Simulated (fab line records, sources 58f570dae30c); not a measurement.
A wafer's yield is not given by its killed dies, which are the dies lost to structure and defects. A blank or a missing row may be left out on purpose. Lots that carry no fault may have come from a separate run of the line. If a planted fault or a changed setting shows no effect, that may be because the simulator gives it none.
Tool commonality check :: flow berkeley-cmos170 :: 14 lots, 42 wafers sampled

## REASON FOR OPENING
2 of 14 lots carry a flag on the reading NVT_TW at UCB170_NVT_TW_MEAS_09. No-fault wafers: 531, standard deviation 6.2.
Rule: a lot is flagged in two cases, either no wafer of it has a number, or all its wafers with numbers fall more than 4 standard deviations from that mean. The rest of the lots are taken to be sound.

lot: L471
measured: day 6 18:29
on: film-metro-02
NVT_TW, wafer by wafer: 535 536 540
flag: 

lot: L472
measured: day 7 07:28
on: film-metro-04
NVT_TW, wafer by wafer: 522 523 523
flag: 

lot: L475
measured: day 7 07:46
on: film-metro-04
NVT_TW, wafer by wafer: 519 520 522
flag: 

lot: L473
measured: day 7 08:01
on: film-metro-02
NVT_TW, wafer by wafer: 534 534 533
flag: 

lot: L474
measured: day 7 08:05
on: film-metro-04
NVT_TW, wafer by wafer: 521 522 520
flag: 

lot: L476
measured: day 7 23:05
on: film-metro-01
NVT_TW, wafer by wafer: 533 532 531
flag: 

lot: L479
measured: day 8 09:06
on: film-metro-01
NVT_TW, wafer by wafer: 534 533 533
flag: 

lot: L482
measured: day 9 02:31
on: film-metro-02
NVT_TW, wafer by wafer: 535 539 541
flag: 

lot: L487
measured: day 9 18:42
on: film-metro-02
NVT_TW, wafer by wafer: 584 582 585
flag: FLAGGED

lot: L488
measured: day 10 01:05
on: film-metro-01
NVT_TW, wafer by wafer: 575 576 576
flag: FLAGGED

lot: L489
measured: day 10 01:33
on: film-metro-01
NVT_TW, wafer by wafer: 529 532 531
flag: 

lot: L491
measured: day 10 17:28
on: film-metro-02
NVT_TW, wafer by wafer: 539 537 539
flag: 

lot: L490
measured: day 10 17:44
on: film-metro-01
NVT_TW, wafer by wafer: 535 528 531
flag: 

lot: L494
measured: day 11 04:47
on: film-metro-02
NVT_TW, wafer by wafer: 536 534 534
flag: 
The mean of the flagged lots' numbers is 580, +49 from the usual (+8 standard deviations).

## EACH LOT AND THE TOOL IT RAN ON
The record keeps 1 process step preceding the reading, out of 331 steps on the route. In each cell: the tool, then ch and the chambers that the sampled wafers went through, then the start.
lot: L471
flag: 
UCB170_NVT_IMPLANT_07: implanter-01 ch 0, day 6 18:14

lot: L472
flag: 
UCB170_NVT_IMPLANT_07: implanter-01 ch 0, day 7 07:13

lot: L475
flag: 
UCB170_NVT_IMPLANT_07: implanter-03 ch 0, day 7 07:32

lot: L473
flag: 
UCB170_NVT_IMPLANT_07: implanter-02 ch 0, day 7 07:46

lot: L474
flag: 
UCB170_NVT_IMPLANT_07: implanter-01 ch 0, day 7 07:52

lot: L476
flag: 
UCB170_NVT_IMPLANT_07: implanter-02 ch 0, day 7 22:50

lot: L479
flag: 
UCB170_NVT_IMPLANT_07: implanter-03 ch 0, day 8 08:51

lot: L482
flag: 
UCB170_NVT_IMPLANT_07: implanter-03 ch 0, day 9 02:16

lot: L487
flag: FLAGGED
UCB170_NVT_IMPLANT_07: implanter-01 ch 0, day 9 18:29

lot: L488
flag: FLAGGED
UCB170_NVT_IMPLANT_07: implanter-01 ch 0, day 10 00:50

lot: L489
flag: 
UCB170_NVT_IMPLANT_07: implanter-03 ch 0, day 10 01:19

lot: L491
flag: 
UCB170_NVT_IMPLANT_07: implanter-03 ch 0, day 10 17:15

lot: L490
flag: 
UCB170_NVT_IMPLANT_07: implanter-02 ch 0, day 10 17:30

lot: L494
flag: 
UCB170_NVT_IMPLANT_07: implanter-03 ch 0, day 11 04:32
What these steps do:
- UCB170_NVT_IMPLANT_07
- UCB170_NVT_TW_MEAS_09

## FLAGGED OVER TOTAL, TOOL BY TOOL (the gauges that took the reading come last)
step: UCB170_NVT_IMPLANT_07
tool: implanter-01
lots run: 5
flagged: 2
share of the flagged lots: all
sound lots run after its first flagged lot: 0

step: UCB170_NVT_IMPLANT_07
tool: implanter-02
lots run: 3
flagged: 0
share of the flagged lots: none
sound lots run after its first flagged lot: -

step: UCB170_NVT_IMPLANT_07
tool: implanter-03
lots run: 6
flagged: 0
share of the flagged lots: none
sound lots run after its first flagged lot: -

step: UCB170_NVT_TW_MEAS_09
tool: film-metro-01
lots run: 5
flagged: 1
share of the flagged lots: some
sound lots run after its first flagged lot: 2 (L489,L490)

step: UCB170_NVT_TW_MEAS_09
tool: film-metro-02
lots run: 6
flagged: 1
share of the flagged lots: some
sound lots run after its first flagged lot: 2 (L491,L494)

step: UCB170_NVT_TW_MEAS_09
tool: film-metro-04
lots run: 3
flagged: 0
share of the flagged lots: none
sound lots run after its first flagged lot: -

## WHAT THE TABLE ALLOWS
1 row of the table ran every flagged lot: implanter-01 at UCB170_NVT_IMPLANT_07.
- implanter-01 at UCB170_NVT_IMPLANT_07: 2 of its 5 lots flagged. Last sound lot L474 at day 7 07:52, first flagged lot L487 at day 9 18:29; a fault beginning in between fits. Its own readings lie more than 4 standard deviations out on every wafer of the flagged lots: dose-ions-cm2, faraday-current-uA.
One tool is left: implanter-01 at UCB170_NVT_IMPLANT_07.

## WHAT HAD BEEN PUT IN BY THE SIMULATOR
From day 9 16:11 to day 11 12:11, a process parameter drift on implanter-01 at UCB170_NVT_IMPLANT_07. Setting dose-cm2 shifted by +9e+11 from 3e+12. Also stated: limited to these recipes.
Lots struck among those shown: L487, L488. The same result came from the rule above.
